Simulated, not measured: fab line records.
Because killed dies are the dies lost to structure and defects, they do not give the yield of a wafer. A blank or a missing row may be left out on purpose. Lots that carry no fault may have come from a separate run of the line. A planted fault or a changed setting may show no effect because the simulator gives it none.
Problem report in the 8D (eight disciplines) form, filled by code | flow rit-cmos | the parts of the form that need people (team, actions taken, sign-off) are left out

== 1. WHAT WENT WRONG ==
Wafers without a fault read 4249.9 rpm, standard deviation 2.3; spin-speed-rpm at RIT_GATE_COAT_11 reads a mean of 3993.1 rpm on 9 wafers belonging to 3 lots. That is -99 or more standard deviations from the usual mean.
The step: resist thk 850 nm.
Seen first at day 5 05:56 on litho-track-02, wafer L851.1. At this step, 45 wafers from 15 lots have a number in the record. By rule, "out" or "out of limits" means more than 4 standard deviations away from the usual mean. The other wafers with a number count as sound.

== 2. WHAT IT IS, AND WHAT IT ISN'T ==
question                    | is                     | is not
which readings at this step | spin-speed-rpm         | chill-plate-temp-C
which lots                  | L851, L852, L854       | L839, L840, L841, L842, L843, L845, L847, L848, L849, L859, L861, L862
which wafers of those lots  | all that have a number | -
read on which tools         | litho-track-02         | litho-track-01, litho-track-04
when                        | from day 5 05:56       | up to then (27 sound wafers); but 9 sound wafers of L859, L861, L862 came after

== 3. SUSPECTS, AND WHAT RULES EACH OUT ==
Counting: any tool at a process step up to the reading is kept as a suspect provided that every lot that is out went through it and no sound lot did after the first of them.
- litho-track-02 at RIT_GATE_COAT_11 (resist thk 850 nm): kept. Every lot that is out went through it, starting with L851 (day 5 05:56), and after that it ran no sound lot; the last sound lot it ran before then is L848 (day 4 18:55). Its own readings are out on those wafers: spin-speed-rpm.
Remaining after the count: litho-track-02 at RIT_GATE_COAT_11.

== 4. THE CAUSE (what the simulator had put in) ==
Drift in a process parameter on litho-track-02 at RIT_GATE_COAT_11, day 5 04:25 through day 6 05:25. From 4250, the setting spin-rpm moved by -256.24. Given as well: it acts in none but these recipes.
The count eliminated every tool but this one.

== 5. SEQUENCE OF EFFECTS, ordered by route ==
Each row: a reading where the mean over the struck wafers with a number is more than 3 standard deviations away from the usual. Scope: only readings with a usual standard deviation given in the record; hours: median across lots of the time from each lot's start at the first step in this table that gives one to its start at this step; sigmas: change in usual standard deviations.
hours | step             | reading        | usual      | on struck wafers | change | sigmas
0     | RIT_GATE_COAT_11 | spin-speed-rpm | 4249.9 rpm | 3993.1           | -256.8 | -99 or more
Its process steps:
- RIT_GATE_COAT_11: resist thk 850 nm.

== 6. WHAT WOULD HAVE CAUGHT IT SOONER ==
First out-of-limits reading in this record: day 5 05:56, which is 2 hours after fault onset at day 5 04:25.
